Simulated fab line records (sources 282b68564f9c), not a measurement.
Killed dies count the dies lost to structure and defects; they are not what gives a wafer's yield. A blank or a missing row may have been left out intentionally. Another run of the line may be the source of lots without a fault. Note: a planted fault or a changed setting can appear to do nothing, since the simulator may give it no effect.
A struck lot beside a sound one | flow rit cmos | 43 out of 202 route steps
Sound: these wafers, L408.2, L408.4, L408.6. The struck wafers were L419.2, L419.3, L419.5. Last of all comes the cause.
Per side, at each step with rows, come the tool, then ch with its chambers, and then its first start. Under that, the readings that differ: sound wafers | struck wafers | difference of the means | sigmas: that difference in standard deviations of wafers without a fault.
alike: readings with means less than 2 such deviations apart, plus words and numbers identical on both sides. not compared: withheld readings, readings lacking a value on some wafer, bounds such as >300 that could conceal the same value, and numbers that have no deviation in the record and whose values overlap.
A row with sigmas, a row that says differs or no value, or rows on one side alone: a step with any of these is where the two part. Numbers that have no deviation but don't overlap get no sigmas and don't part them. A reading missing from all wafers of one side parts the sides only when that side holds two or more wafers.

first, 2 steps without rows for these wafers: RIT_SDANNEAL_CLEAN_01 (cleans in dHF, time 30 s); RIT_SDANNEAL_CLEAN_02 (cleans in SC2, time 600 s).
RIT_SDANNEAL_RTA_03: time 5 s.
  sound on rtp anneal-01 ch 0, day 5 02:21; struck on rtp anneal-02 ch 0, day 7 14:42
  alike: anneal temp c max, chamber o2 ppm, wafer_temp_C_max
RIT_SDANNEAL_RS_MEAS_04: measurement is done with a four-point probe.
  sound on film metro-01 at day 5 02:25; struck on film metro-01 at day 7 14:47
  alike: PSD_RS
RIT_SDANNEAL_RS_MEAS_05: measurement is done with a four-point probe.
  sound on film metro-01 at day 5 02:32; struck on film metro-01 at day 7 14:55
  alike: NSD_RS
RIT_SDANNEAL_RS_MEAS_06: measurement is done with a four-point probe.
  sound on film metro-01 at day 5 02:39; struck on film metro-01 at day 7 15:02
  alike: PLDD_RS
RIT_SDANNEAL_RS_MEAS_07: measurement is done with a four-point probe.
  sound on film metro-01 at day 5 02:46; struck on film metro-01 at day 7 15:09
  alike: NLDD_RS
then, 1 step without rows for these wafers: RIT_SILICIDE_WET_ETCH_00 (etches SiO2 in BOE, target depth 14 nm, time 15 s).
RIT_SILICIDE_SPUTTER_01: material Ti, target thk 30 nm, time 240 s.
  sound on pvd sputter-04 at day 5 02:53; struck on pvd sputter-03 at day 7 15:16
  alike: throttle valve pct
RIT_SILICIDE_RS_MEAS_02: measurement is done with a four-point probe.
  sound on film metro-01 at day 5 03:04; struck on film metro-01 at day 7 15:26
  alike: SILICIDE_TI_RS
RIT_SILICIDE_THK_MEAS_03: measures by xrf.
  sound on film metro-01 at day 5 03:10; struck on film metro-01 at day 7 15:32
  alike: SILICIDE_TI_THK
RIT_SILICIDE_RTA_04: time 10 s, ramp up 5 s, ramp down 5 s.
  sound on rtp anneal-02 ch 0, day 5 03:14; struck on rtp anneal-01 ch 0, day 7 15:36
  alike: anneal temp c max, chamber o2 ppm, wafer_temp_C_max
RIT_SILICIDE_WET_ETCH_05: etches Ti in SPM, time 120 s.
  sound on wet bench-03 ch 2, day 5 03:17; struck on wet bench-04 ch 3, day 7 15:40
RIT_SILICIDE_RTA_06: time 10 s, ramp up 5 s, ramp down 10 s.
  sound on rtp anneal-01 ch 0, day 5 03:20; struck on rtp anneal-02 ch 0, day 7 15:43
  alike: anneal temp c max, chamber o2 ppm, wafer_temp_C_max
then, 1 step without rows for these wafers: RIT_CONTACT_CVD_00 (deposits SiO2 from TEOS, target thk 400 nm, time 61 s).
RIT_CONTACT_THK_MEAS_01:
  sound on film metro-01 at day 5 03:29; struck on film metro-04 at day 7 15:49
  alike: CONTACT_TEOS_THK
then, 6 steps without rows for these wafers: RIT_CONTACT_HMDS_02 (prime time 60 s); RIT_CONTACT_COAT_03 (resist thk 1000 nm); RIT_CONTACT_SOFTBAKE_04 (time 60 s); RIT_CONTACT_EXPOSE_05 (exposes mask M11, target cd 1000 nm); RIT_CONTACT_PEB_06; RIT_CONTACT_DEVELOP_07 (develop time 120 s).
RIT_CONTACT_CD_MEAS_08: target cd 1000 nm.
  sound on cd sem-02 at day 5 04:38; struck on cd sem-02 at day 7 17:11
  reading    | sound                | struck             | difference | sigmas
  cd nm (nm) | 1003.7 1004.2 1004.5 | 998.3 999.6 1000.5 | -4.7       | -2
RIT_CONTACT_OVL_MEAS_09:
  sound on overlay-01 at day 5 04:44; struck on overlay-01 at day 7 17:18
  alike: CONTACT_OVL
then, 3 steps without rows for these wafers: RIT_CONTACT_HARDBAKE_10 (time 60 s); RIT_CONTACT_ETCH_11 (etches SiO2 in CHF3/CF4/Ar, stops on TiSi2, target depth 480 nm, time 320 s); RIT_CONTACT_STRIP_12 (strips in O2, time 175.2 s).
RIT_CONTACT_CD_MEAS_90: target cd 1000 nm.
  sound on cd sem-02 at day 5 05:19; struck on cd sem-02 at day 7 17:55
  alike: cd nm
then, 2 steps without rows for these wafers: RIT_CONTACT_CLEAN_13 (cleans in SC1, time 600 s); RIT_CONTACT_CLEAN_14 (cleans in SC2, time 600 s).
RIT_M1_SPUTTER_00: material Al, target thk 400 nm, time 500 s.
  sound on pvd sputter-01 at day 5 05:46; struck on pvd sputter-04 at day 7 18:26
  alike: throttle valve pct
RIT_M1_RS_MEAS_01: measurement is done with a four-point probe.
  sound on film metro-02 at day 5 06:05; struck on film metro-04 at day 7 18:45
  alike: M1_AL_RS
RIT_M1_THK_MEAS_02: measures by xrf.
  sound on film metro-02 at day 5 06:11; struck on film metro-04 at day 7 18:52
  alike: M1_AL_THK
then, 6 steps without rows for these wafers: RIT_M1_HMDS_03 (prime time 60 s); RIT_M1_COAT_04 (resist thk 1300 nm); RIT_M1_SOFTBAKE_05 (time 60 s); RIT_M1_EXPOSE_06 (exposes mask M12, target cd 2600 nm); RIT_M1_PEB_07; RIT_M1_DEVELOP_08 (develop time 68 s).
RIT_M1_CD_MEAS_09: target cd 2600 nm.
  sound on cd sem-02 at day 5 07:16; struck on cd sem-02 at day 7 20:06
  alike: cd nm
RIT_M1_OVL_MEAS_10:
  sound on overlay-01 at day 5 07:23; struck on overlay-01 at day 7 20:12
  alike: M1_OVL
then, 1 step without rows for these wafers: RIT_M1_HARDBAKE_11 (time 120 s).
RIT_M1_PROBE_99:
  sound on prober-01 at day 5 11:13; struck on prober-01 at day 8 00:09
  reading             | sound | struck   | difference | sigmas
  killed at front end | 6 8 5 | 16 22 25 | +15        | +5
  killed dies         | 6 8 5 | 16 22 25 | +15        | +5
  killed on rim       | 2 1 2 | 6 7 13   | +7         | +5
  alike: killed open, killed short

WHERE THEY PART
Earliest at RIT_CONTACT_CD_MEAS_08; latest, in this record, at RIT_M1_PROBE_99.

WHY: what had been put in by the simulator
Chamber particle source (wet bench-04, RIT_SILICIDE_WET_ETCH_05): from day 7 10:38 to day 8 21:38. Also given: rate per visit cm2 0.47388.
